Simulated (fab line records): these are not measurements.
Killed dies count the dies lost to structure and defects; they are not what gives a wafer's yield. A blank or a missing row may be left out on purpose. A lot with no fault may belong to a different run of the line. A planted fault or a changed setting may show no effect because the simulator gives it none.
Comparing a struck lot with a sound one	flow ritCmos	22 out of 202 route steps
Sound: wafers L594.3, L594.4, L594.6. The struck wafers were L585.2, L585.4, L585.5. Last of all comes the cause.
Each step with rows lists, per side, the tool, then ch with its chambers, then its first start. Under that, the readings that differ: sound wafers	struck wafers	difference of the means	sigmas: that difference in standard deviations of wafers without a fault.
alike: same words and numbers on both sides, and readings whose means sit less than 2 such deviations apart. not compared: any withheld reading, any reading some wafer has no value for, any bound like >300 that may hide the same value, and any number with overlapping values for which the record gives no deviation.
Wherever a step has rows on one side only, a row that says differs or no value, or a row with sigmas, the two part there. Numbers that don't overlap but have no deviation are shown without sigmas and don't part them. A reading missing from all wafers of one side parts the sides only when that side holds two or more wafers.

first, 2 steps without rows for these wafers: RIT_NSD_HARDBAKE_07 (time 60 s); RIT_NSD_IMPLANT_08.
RIT_NSD_STRIP_09: strips in O2, time 180 s.
  sound on plasmaAsher-03 ch 0,1, day 6 15:11; struck on plasmaAsher-02 ch 0,1, day 4 21:54
  alike: drypumpMotorCurrentA, rfReflPowerW
  not compared: rfHoursCounterH
RIT_NSD_TW_MEAS_10:
  struck on filmMetro-01, day 4 22:05; sound on filmMetro-04, day 6 15:19
  alike: NSD_TW
then, 6 steps without rows for these wafers: RIT_PSD_HMDS_00 (prime time 60 s); RIT_PSD_COAT_01 (resist thk 1000 nm); RIT_PSD_SOFTBAKE_02 (time 60 s); RIT_PSD_EXPOSE_03 (exposes mask M10, target cd 40900 nm); RIT_PSD_PEB_04; RIT_PSD_DEVELOP_05 (develop time 50 s).
RIT_PSD_OVL_MEAS_06:
  struck on overlay-01, day 4 22:59; sound on overlay-02, day 6 16:25
  alike: PSD_OVL
then, 1 step without rows for these wafers: RIT_PSD_HARDBAKE_07 (time 60 s).
RIT_PSD_IMPLANT_08:
  sound on implanter-03 ch 0, day 6 16:39; struck on implanter-02 ch 0, day 4 23:31
  alike: beamOnS, tiltDeg
RIT_PSD_STRIP_09: strips in O2, time 180 s.
  sound on plasmaAsher-02 ch 0,1, day 6 16:48; struck on plasmaAsher-01 ch 0,1, day 4 23:38
reading	sound	struck	difference	sigmas
rfReflPowerW (W)	9.3 8.1 9.1	4.8 6.0 6.0	-3.2	-2
  alike: drypumpMotorCurrentA
  not compared: rfHoursCounterH
RIT_PSD_TW_MEAS_10:
  struck on filmMetro-02, day 4 23:49; sound on filmMetro-02, day 6 16:56
reading	sound	struck	difference	sigmas
PSD_TW	3410 3404 3418	3567 3560 3566	+154	+7
then, 3 steps without rows for these wafers: RIT_SDANNEAL_CLEAN_00 (cleans in SC1, time 600 s); RIT_SDANNEAL_CLEAN_01 (cleans in dHF, time 30 s); RIT_SDANNEAL_CLEAN_02 (cleans in SC2, time 600 s).
RIT_SDANNEAL_RTA_03: time 5 s.
  sound on rtpAnneal-01 ch 0, day 6 17:22; struck on rtpAnneal-01 ch 0, day 5 01:09
  alike: wafer_temp_C_max
RIT_SDANNEAL_RS_MEAS_04: measures by four-point-probe.
  struck on filmMetro-01, day 5 01:13; sound on filmMetro-01, day 6 17:27
reading	sound	struck	difference	sigmas
PSD_RS (ohm/sq)	116.0 115.9 115.7	107.4 107.1 107.4	-8.6	-29
RIT_SDANNEAL_RS_MEAS_05: measures by four-point-probe.
  struck on filmMetro-01, day 5 01:20; sound on filmMetro-01, day 6 17:34
  alike: NSD_RS
RIT_M1_PROBE_99:
  record: rows for the struck wafers here (prober-01, day 5 09:46), none for the sound ones

## WHERE THEY PART
First at RIT_PSD_STRIP_09; last, within this record, at RIT_M1_PROBE_99.

WHY: whatever the simulator had introduced
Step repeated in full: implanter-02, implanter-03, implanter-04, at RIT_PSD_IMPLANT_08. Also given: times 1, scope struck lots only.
